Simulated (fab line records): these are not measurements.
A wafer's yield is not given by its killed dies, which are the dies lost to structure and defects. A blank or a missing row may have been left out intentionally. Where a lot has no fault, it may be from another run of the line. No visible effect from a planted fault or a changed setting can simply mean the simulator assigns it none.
Struck lot and sound lot, side by side | flow rit_cmos | 15 steps out of a route of 202
Sound: these wafers, L600.1, L600.5, L600.6. Wafers struck: L608.1, L608.2, L608.4. The cause is given at the end.
Order at every step that has rows: each side's tool, ch and its chambers, its first start. Under that, the readings that differ: sound wafers | struck wafers | difference of the means | sigmas: that difference in standard deviations of wafers without a fault.
alike: readings whose means differ by less than 2 such deviations, and words and numbers that are the same on both sides. not compared: withheld readings, readings that some wafer has no value for, bounds like >300 that may hide the same value, and numbers for which the record gives no deviation and whose values overlap.
Wherever a step has rows on one side only, a row that says differs or no value, or a row with sigmas, the two part there. Numbers that have no deviation but don't overlap get no sigmas and don't part them. A reading that every wafer of one side lacks parts them only if that side has two wafers or more.

RIT_NSD_OVL_MEAS_06:
  sound: overlay-02 at day 3 23:07; struck: overlay-01 at day 5 07:14
  alike: NSD_OVL
then, 2 steps without rows for these wafers: RIT_NSD_HARDBAKE_07 (time 60 s); RIT_NSD_IMPLANT_08.
RIT_NSD_STRIP_09: strips in O2, time 180 s.
  sound on plasma_asher-04 ch 0,1, day 3 23:28; struck on plasma_asher-01 ch 0,1, day 5 07:35
  alike: drypump_motor_current_A
  not compared: rf_hours_counter_h
RIT_NSD_TW_MEAS_10:
  sound: film_metro-01 at day 3 23:38; struck: film_metro-01 at day 5 07:45
  alike: NSD_TW
then, 6 steps without rows for these wafers: RIT_PSD_HMDS_00 (prime time 60 s); RIT_PSD_COAT_01 (resist thk 1000 nm); RIT_PSD_SOFTBAKE_02 (time 60 s); RIT_PSD_EXPOSE_03 (exposes mask M10, target cd 40900 nm); RIT_PSD_PEB_04; RIT_PSD_DEVELOP_05 (develop time 50 s).
RIT_PSD_OVL_MEAS_06:
  sound: overlay-01 at day 4 00:41; struck: overlay-01 at day 5 08:59
  alike: PSD_OVL
RIT_PSD_HARDBAKE_07: time 60 s.
  sound on litho_track-04 ch 0, day 4 00:43; struck on litho_track-04 ch 0, day 5 09:01
  reading                                  | sound                | struck               | difference | sigmas
  heater_power_total_W (W)                 | 62.58 62.64 62.62    | 55.87 55.94 55.88    | -6.72      | -99 or more
  plate_temp_C (C)                         | 140.03 139.83 139.78 | 128.48 128.52 128.31 | -11.44     | -82
  resist_line_temp_C (C)                   | 22.87 22.88 22.79    | 23.02 23.04 23.15    | +0.22      | +2
  model.NOVOLAK_of_PSD_COAT_01.thk_nm (nm) | 886.2 886.3 885.2    | 908.1 908.4 907      | +21.9      |
  alike: chill_plate_temp_C, exhaust_pa
next, for these wafers, 1 step has no rows: RIT_PSD_IMPLANT_08.
RIT_M1_PROBE_99:
  sound: prober-02 at day 4 09:27; struck: prober-02 at day 5 17:47
  alike: killed_at_contacts, killed_at_front_end, killed_dies, killed_open, killed_short

## WHERE THEY PART
At RIT_PSD_HARDBAKE_07 and nowhere else, as far as this record goes. Later steps at which nothing parts them and some readings are alike: RIT_M1_PROBE_99.

WHY: what had been put in by the simulator
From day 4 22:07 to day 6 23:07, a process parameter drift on litho_track-04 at RIT_PSD_HARDBAKE_07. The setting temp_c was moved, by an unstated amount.
